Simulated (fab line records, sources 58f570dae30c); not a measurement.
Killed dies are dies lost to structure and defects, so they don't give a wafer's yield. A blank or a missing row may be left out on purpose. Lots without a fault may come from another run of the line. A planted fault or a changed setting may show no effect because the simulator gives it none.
Which tool did it? | flow berkeley_cmos170 | 13 lots, 37 wafers sampled, at 6 steps of a route of 331

WHAT THE GAUGES READ, wafer by wafer
UCB170_CONTACT_CD_MEAS_90: target cd 700 nm.
lot  | measured     | on        | cd_nm (nm)
L452 | day 8 17:13  | cd_sem-01 | 697.0 698.6 697.9
L451 | day 8 17:36  | cd_sem-02 | 699.7 698.6 698.5
L453 | day 8 17:52  | cd_sem-01 | 700.8 700.6 700.1
L455 | day 8 23:38  | cd_sem-02 | 699.2 700.9 699.5
L454 | day 8 23:53  | cd_sem-01 | 700.0 700.7 698.9
L456 | day 9 18:15  | cd_sem-01 | 699.2 700.3 700.5
L459 | day 10 06:50 | cd_sem-02 | 701.6 700.7 700.3
L458 | day 10 07:09 | cd_sem-01 | 698.6 694.3 698.9
L460 | day 10 17:11 | cd_sem-01 | 701.3 699.2 700.3
L466 | day 11 15:55 | cd_sem-02 | 699.6
L469 | day 12 09:08 | cd_sem-02 | 700.3 699.0 699.3
L471 | day 12 17:23 | cd_sem-02 | 700.3 701.6 701.1
L470 | day 12 19:49 | cd_sem-02 | 702.0 700.8 701.8

UCB170_M1_RS_MEAS_01: measures by four-point-probe.
lot  | measured     | on            | M1_AL_RS (ohm/sq)
L452 | day 8 17:35  | film_metro-03 | 0.0491 0.0481 0.0490
L451 | day 8 17:58  | film_metro-04 | 0.0478 0.0482 0.0474
L453 | day 8 18:17  | film_metro-02 | 0.0494 0.0497 0.0480
L455 | day 8 23:59  | film_metro-03 | 0.0488 0.0485 0.0487
L454 | day 9 00:14  | film_metro-02 | 0.0484 0.0480 0.0473
L456 | day 9 18:38  | film_metro-02 | 0.0489 0.0475 0.0487
L459 | day 10 07:11 | film_metro-04 | 0.0473 0.0480 0.0479
L458 | day 10 07:31 | film_metro-02 | 0.0479 0.0489 0.0489
L460 | day 10 17:34 | film_metro-04 | 0.0498 0.0480 0.0496
L466 | day 11 16:17 | film_metro-03 | 0.0511
L469 | day 12 09:30 | film_metro-04 | 0.0488 0.0476 0.0479
L471 | day 12 17:45 | film_metro-02 | 0.0480 0.0480 0.0476
L470 | day 12 20:17 | film_metro-03 | 0.0480 0.0485 0.0484

UCB170_M1_THK_MEAS_02: measures by xrf.
lot  | measured     | on            | M1_AL_THK (nm)
L452 | day 8 17:41  | film_metro-03 | 596 609 598
L451 | day 8 18:03  | film_metro-04 | 615 614 623
L453 | day 8 18:25  | film_metro-02 | 594 589 609
L455 | day 9 00:05  | film_metro-03 | 603 603 602
L454 | day 9 00:20  | film_metro-02 | 601 607 617
L456 | day 9 18:45  | film_metro-02 | 600 617 600
L459 | day 10 07:17 | film_metro-04 | 620 611 609
L458 | day 10 07:37 | film_metro-02 | 609 598 599
L460 | day 10 17:40 | film_metro-04 | 584 609 589
L466 | day 11 16:23 | film_metro-03 | 571
L469 | day 12 09:36 | film_metro-04 | 602 617 616
L471 | day 12 17:52 | film_metro-02 | 611 611 615
L470 | day 12 20:24 | film_metro-03 | 612 603 608

UCB170_M1_CD_MEAS_90: target cd 700 nm.
lot  | measured     | on        | cd_nm (nm)
L452 | day 8 19:02  | cd_sem-01 | 710 706 713
L451 | day 8 19:36  | cd_sem-02 | 698 704 700
L453 | day 8 19:48  | cd_sem-01 | 706 707 704
L455 | day 9 01:34  | cd_sem-02 | 705 703 699
L454 | day 9 01:57  | cd_sem-01 | 700 700 699
L456 | day 9 20:05  | cd_sem-01 | 704 702 704
L459 | day 10 08:56 | cd_sem-01 | 699 698 694
L458 | day 10 09:13 | cd_sem-01 | 702 701 704
L460 | day 10 20:03 | cd_sem-02 | 698 692 692
L466 | day 11 17:52 | cd_sem-02 | 707
L469 | day 12 11:07 | cd_sem-02 | 707 700 701
L471 | day 12 20:25 | cd_sem-02 | 693 695 697
L470 | day 12 22:10 | cd_sem-02 | 699 707 709

WHICH TOOL RAN EACH LOT (tool, then ch and the chambers of the sampled wafers, then the start)
lot  | UCB170_CONTACT_ETCH_18                        | UCB170_M1_SPUTTER_00
L452 | rie_diel-03 ch 0,3, day 8 17:13 or earlier    | pvd_sputter-02, day 8 17:29
L451 | rie_diel-01 ch 1,2, day 8 17:36 or earlier    | pvd_sputter-01, day 8 17:50
L453 | rie_diel-03 ch 1,3, day 8 17:52 or earlier    | pvd_sputter-02, day 8 18:14
L455 | rie_diel-01 ch 0,1,2, day 8 23:38 or earlier  | pvd_sputter-02, day 8 23:54
L454 | rie_diel-04 ch 2,3, day 8 23:53 or earlier    | pvd_sputter-01, day 9 00:08
L456 | rie_diel-04 ch 0,3, day 9 18:15 or earlier    | pvd_sputter-01, day 9 18:34
L459 | rie_diel-01 ch 0,1, day 10 06:50 or earlier   | pvd_sputter-01, day 10 07:05
L458 | rie_diel-04 ch 2,3, day 10 07:09 or earlier   | pvd_sputter-02, day 10 07:25
L460 | rie_diel-04 ch 0,1,3, day 10 17:11 or earlier | pvd_sputter-02, day 10 17:28
L466 | rie_diel-03 ch 1, day 11 15:55 or earlier     | pvd_sputter-02, day 11 16:11
L469 | rie_diel-04 ch 0,2, day 12 09:08 or earlier   | pvd_sputter-01, day 12 09:24
L471 | rie_diel-04 ch 1,2,3, day 12 17:23 or earlier | pvd_sputter-04, day 12 17:41
L470 | rie_diel-01 ch 0,3, day 12 19:49 or earlier   | pvd_sputter-01, day 12 20:13
- UCB170_CONTACT_ETCH_18: etches PSG in CHF3/CF4/Ar, stops on TiSi2, target depth 840 nm, time 195 s.
- UCB170_M1_SPUTTER_00: material Al, target thk 600 nm, time 80 s.

WHAT THE TOOLS THEMSELVES READ (means of the sampled wafers that have a number; where no wafer has one, the mark that the record gives instead)
UCB170_CONTACT_ETCH_18.
lot  | tool        | CHF3_flow_sccm (sccm) | drypump_motor_current_A (A) | oes_product_au (a.u.) | throttle_valve_pct (%)
L452 | rie_diel-03 | 44.93                 | 5.3                         | 0.907                 | 6.98
L451 | rie_diel-01 | 44.99                 | 5.2                         | 0.879                 | 7.03
L453 | rie_diel-03 | 44.95                 | 5.9                         | 0.908                 | 6.89
L455 | rie_diel-01 | 44.89                 | 5.6                         | 0.896                 | 7.00
L454 | rie_diel-04 | 44.99                 | 5.6                         | 0.894                 | 6.98
L456 | rie_diel-04 | 44.87                 | 6.0                         | 0.900                 | 6.98
L459 | rie_diel-01 | 45.19                 | 5.7                         | 0.898                 | 7.06
L458 | rie_diel-04 | 44.94                 | 5.8                         | 0.902                 | 7.04
L460 | rie_diel-04 | 45.06                 | 5.9                         | 0.898                 | 6.91
L466 | rie_diel-03 | 44.77                 | 5.9                         | 0.906                 | 6.82
L469 | rie_diel-04 | 45.01                 | 5.8                         | 0.912                 | 6.80
L471 | rie_diel-04 | 44.97                 | 5.7                         | 0.892                 | 6.97
L470 | rie_diel-01 | 45.01                 | 6.0                         | 0.899                 | 6.93

UCB170_M1_SPUTTER_00.
lot  | tool           | throttle_valve_pct (%)
L452 | pvd_sputter-02 | 29.9
L451 | pvd_sputter-01 | 29.0
L453 | pvd_sputter-02 | 29.1
L455 | pvd_sputter-02 | 29.6
L454 | pvd_sputter-01 | 29.4
L456 | pvd_sputter-01 | 29.3
L459 | pvd_sputter-01 | 29.3
L458 | pvd_sputter-02 | 30.1
L460 | pvd_sputter-02 | 29.9
L466 | pvd_sputter-02 | 28.6
L469 | pvd_sputter-01 | 30.1
L471 | pvd_sputter-04 | 29.4
L470 | pvd_sputter-01 | 29.7

THE ANSWER, worked out from the rows above alone
Rule: what is usual is taken from the lots themselves. Put in order of their means at a reading, lots are off if they are a third of the lots or fewer, leave a main group of 4 or more, and stand apart from it by a gap of 3 or more times the standard deviation of the main group's means; of several such gaps the widest counts. A main group whose means are all the same, to the digits that the tables above print for the reading, isn't used. A lot without any number at a reading at which 4 lots or more have one is off too. The other lots that the step has rows for count as sound. The gauges are gone through in route order, then the tools' own readings, and for those a lot's mean is taken as printed above. The first step at which some lot is off is used, and at that step the reading that is off furthest; a lot without a number counts as furthest.
Off: L466, at UCB170_M1_RS_MEAS_01 (M1_AL_RS). The main group: mean 0.0484 ohm/sq, standard deviation 0.00046.
A tool fits if, at a process step before that reading, it ran every lot that is off, and no sound lot after the first of them. The gauges at UCB170_M1_RS_MEAS_01 are tried like those tools. UCB170_CONTACT_ETCH_18 gives no start for some lots, so the hours and the order of its lots are those of UCB170_CONTACT_CD_MEAS_90. Can't be told from this: 2 tools fit, rie_diel-03 at UCB170_CONTACT_ETCH_18, pvd_sputter-02 at UCB170_M1_SPUTTER_00.

WHAT THE SIMULATOR HAD PUT IN
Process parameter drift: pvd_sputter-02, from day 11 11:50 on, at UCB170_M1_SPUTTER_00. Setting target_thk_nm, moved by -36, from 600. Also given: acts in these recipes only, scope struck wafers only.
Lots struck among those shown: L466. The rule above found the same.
